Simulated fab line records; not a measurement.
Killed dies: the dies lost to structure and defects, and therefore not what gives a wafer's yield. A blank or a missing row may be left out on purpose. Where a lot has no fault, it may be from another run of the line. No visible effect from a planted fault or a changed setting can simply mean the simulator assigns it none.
Split-lot study || flow rit-cmos || 23 wafers read from 5 lots, route of 202 steps

== THE SPLIT ITSELF ==
At RIT_PWELL_COAT_01 (resist thk 1300 nm), the setting resist-thk-nm was moved away from the recipe's 1300 nm on 4 of the 23 wafers read, by -3.8% to -2.8%. For the rest of the wafers, this setting stayed at what the recipe calls for.

Between the split and the reading, the file records no step.

== THE READING ==
NOVOLAK_of_PWELL_COAT_01.thk-nm (the simulator's own value, which no gauge read), in nm, at RIT_PWELL_HARDBAKE_07 (time 120 s). There is no usual value for it anywhere in the file. Here, 19 wafers ran the recipe; their average is 1138 nm with a standard deviation of 2.8 nm.

{"wafer": "L074.1", "tool, chamber at the split": "litho-track-02, 0", "resist-thk-nm as run, nm": 1300, "against the recipe": "recipe", "NOVOLAK_of_PWELL_COAT_01.thk-nm, nm": 1136, "against lot-mates on the recipe": "-"}
{"wafer": "L074.4", "tool, chamber at the split": "litho-track-02, 0", "resist-thk-nm as run, nm": 1300, "against the recipe": "recipe", "NOVOLAK_of_PWELL_COAT_01.thk-nm, nm": 1136, "against lot-mates on the recipe": "-"}
{"wafer": "L074.2", "tool, chamber at the split": "litho-track-02, 0", "resist-thk-nm as run, nm": 1264, "against the recipe": "-2.8%", "NOVOLAK_of_PWELL_COAT_01.thk-nm, nm": 1103, "against lot-mates on the recipe": -34}
{"wafer": "L074.3", "tool, chamber at the split": "litho-track-02, 0", "resist-thk-nm as run, nm": 1300, "against the recipe": "recipe", "NOVOLAK_of_PWELL_COAT_01.thk-nm, nm": 1138, "against lot-mates on the recipe": "-"}
{"wafer": "L074.5", "tool, chamber at the split": "litho-track-02, 0", "resist-thk-nm as run, nm": 1264, "against the recipe": "-2.8%", "NOVOLAK_of_PWELL_COAT_01.thk-nm, nm": 1107, "against lot-mates on the recipe": -30}
{"wafer": "L078.1", "tool, chamber at the split": "litho-track-01, 0", "resist-thk-nm as run, nm": 1300, "against the recipe": "recipe", "NOVOLAK_of_PWELL_COAT_01.thk-nm, nm": 1142, "against lot-mates on the recipe": "-"}
{"wafer": "L078.3", "tool, chamber at the split": "litho-track-01, 0", "resist-thk-nm as run, nm": 1300, "against the recipe": "recipe", "NOVOLAK_of_PWELL_COAT_01.thk-nm, nm": 1142, "against lot-mates on the recipe": "-"}
{"wafer": "L078.5", "tool, chamber at the split": "litho-track-01, 0", "resist-thk-nm as run, nm": 1300, "against the recipe": "recipe", "NOVOLAK_of_PWELL_COAT_01.thk-nm, nm": 1142, "against lot-mates on the recipe": "-"}
{"wafer": "L078.4", "tool, chamber at the split": "litho-track-01, 0", "resist-thk-nm as run, nm": 1300, "against the recipe": "recipe", "NOVOLAK_of_PWELL_COAT_01.thk-nm, nm": 1139, "against lot-mates on the recipe": "-"}
{"wafer": "L078.6", "tool, chamber at the split": "litho-track-01, 0", "resist-thk-nm as run, nm": 1300, "against the recipe": "recipe", "NOVOLAK_of_PWELL_COAT_01.thk-nm, nm": 1138, "against lot-mates on the recipe": "-"}
{"wafer": "L079.1", "tool, chamber at the split": "litho-track-02, 0", "resist-thk-nm as run, nm": 1250, "against the recipe": "-3.8%", "NOVOLAK_of_PWELL_COAT_01.thk-nm, nm": 1092, "against lot-mates on the recipe": -44}
{"wafer": "L079.2", "tool, chamber at the split": "litho-track-02, 0", "resist-thk-nm as run, nm": 1300, "against the recipe": "recipe", "NOVOLAK_of_PWELL_COAT_01.thk-nm, nm": 1131, "against lot-mates on the recipe": "-"}
{"wafer": "L079.4", "tool, chamber at the split": "litho-track-02, 0", "resist-thk-nm as run, nm": 1300, "against the recipe": "recipe", "NOVOLAK_of_PWELL_COAT_01.thk-nm, nm": 1138, "against lot-mates on the recipe": "-"}
{"wafer": "L079.5", "tool, chamber at the split": "litho-track-02, 0", "resist-thk-nm as run, nm": 1300, "against the recipe": "recipe", "NOVOLAK_of_PWELL_COAT_01.thk-nm, nm": 1139, "against lot-mates on the recipe": "-"}
{"wafer": "L079.6", "tool, chamber at the split": "litho-track-02, 0", "resist-thk-nm as run, nm": 1250, "against the recipe": "-3.8%", "NOVOLAK_of_PWELL_COAT_01.thk-nm, nm": 1088, "against lot-mates on the recipe": -48}
{"wafer": "L083.1", "tool, chamber at the split": "litho-track-04, 0", "resist-thk-nm as run, nm": 1300, "against the recipe": "recipe", "NOVOLAK_of_PWELL_COAT_01.thk-nm, nm": 1140, "against lot-mates on the recipe": "-"}
{"wafer": "L083.2", "tool, chamber at the split": "litho-track-04, 0", "resist-thk-nm as run, nm": 1300, "against the recipe": "recipe", "NOVOLAK_of_PWELL_COAT_01.thk-nm, nm": 1140, "against lot-mates on the recipe": "-"}
{"wafer": "L083.3", "tool, chamber at the split": "litho-track-04, 0", "resist-thk-nm as run, nm": 1300, "against the recipe": "recipe", "NOVOLAK_of_PWELL_COAT_01.thk-nm, nm": 1138, "against lot-mates on the recipe": "-"}
{"wafer": "L083.4", "tool, chamber at the split": "litho-track-04, 0", "resist-thk-nm as run, nm": 1300, "against the recipe": "recipe", "NOVOLAK_of_PWELL_COAT_01.thk-nm, nm": 1137, "against lot-mates on the recipe": "-"}
{"wafer": "L083.5", "tool, chamber at the split": "litho-track-04, 0", "resist-thk-nm as run, nm": 1300, "against the recipe": "recipe", "NOVOLAK_of_PWELL_COAT_01.thk-nm, nm": 1133, "against lot-mates on the recipe": "-"}
{"wafer": "L084.2", "tool, chamber at the split": "litho-track-02, 0", "resist-thk-nm as run, nm": 1300, "against the recipe": "recipe", "NOVOLAK_of_PWELL_COAT_01.thk-nm, nm": 1139, "against lot-mates on the recipe": "-"}
{"wafer": "L084.4", "tool, chamber at the split": "litho-track-02, 0", "resist-thk-nm as run, nm": 1300, "against the recipe": "recipe", "NOVOLAK_of_PWELL_COAT_01.thk-nm, nm": 1139, "against lot-mates on the recipe": "-"}
{"wafer": "L084.6", "tool, chamber at the split": "litho-track-02, 0", "resist-thk-nm as run, nm": 1300, "against the recipe": "recipe", "NOVOLAK_of_PWELL_COAT_01.thk-nm, nm": 1137, "against lot-mates on the recipe": "-"}

THE FIT
A straight line over all 23 wafers: NOVOLAK_of_PWELL_COAT_01.thk-nm changes by +12.3 nm for each +1% of resist-thk-nm; r = +0.99; the points scatter about the line by 2.8 nm.
The same after taking each lot's own level away (the mean of its wafers on the recipe; 23 wafers): +11.8 nm for each +1%; r = +0.99; scatter 2.3 nm.
That fit puts the effect of the largest move of resist-thk-nm on the reading at 45 nm.
Across the lots, their own levels run from 1136.0 to 1140.6 nm, a range of 1.7 times the standard deviation given above.
The two slopes are in agreement: the lot-to-lot level therefore moves the slope only a little.
Check: with one of the wafers moved furthest among these (-3.8%) left out of the fit, the line predicts -46 nm for it against its lot-mates. Against them it came out at -44 nm.

== ADDITIONAL SPLITS CARRIED BY THESE WAFERS ==
These wafers also went through other splits before the reading. Each is held against what the fit with the lots' levels taken away leaves over:
{"other split on the same wafers": "RIT_ACTIVE_CVD_03 time-s", "wafers away from the commonest value": 5, "r with NOVOLAK_of_PWELL_COAT_01.thk-nm (lot level and that fit taken away)": -0.01}
{"other split on the same wafers": "RIT_ACTIVE_DEVELOP_10 develop-time-s", "wafers away from the commonest value": 10, "r with NOVOLAK_of_PWELL_COAT_01.thk-nm (lot level and that fit taken away)": -0.07}
{"other split on the same wafers": "RIT_FOX1_OXIDATION_00 temp-c", "wafers away from the commonest value": 18, "r with NOVOLAK_of_PWELL_COAT_01.thk-nm (lot level and that fit taken away)": -0.07}
{"other split on the same wafers": "RIT_NWELL_IMPLANT_08 dose-cm2", "wafers away from the commonest value": 8, "r with NOVOLAK_of_PWELL_COAT_01.thk-nm (lot level and that fit taken away)": -0.08}

== THE WHOLE CHAIN: every reading that the file lists as answering this split, in the file's order ==
{"step": "RIT_PWELL_COAT_01", "what it does": "resist thk 1300 nm", "reading": "NOVOLAK_of_PWELL_COAT_01.thk-nm (the simulator's own value, which no gauge read)", "change (the file's fit)": "+13.6 nm for each +1% of the setting", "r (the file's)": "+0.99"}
{"step": "RIT_PWELL_HARDBAKE_07", "what it does": "time 120 s", "reading": "NOVOLAK_of_PWELL_COAT_01.thk-nm (the simulator's own value, which no gauge read)", "change (the file's fit)": "+11.8 nm for each +1% of the setting", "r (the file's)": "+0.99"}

== THE FILE'S OWN FIT ==
NOVOLAK_of_PWELL_COAT_01.thk-nm changes by +11.8 nm for each +1% of resist-thk-nm, r = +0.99.
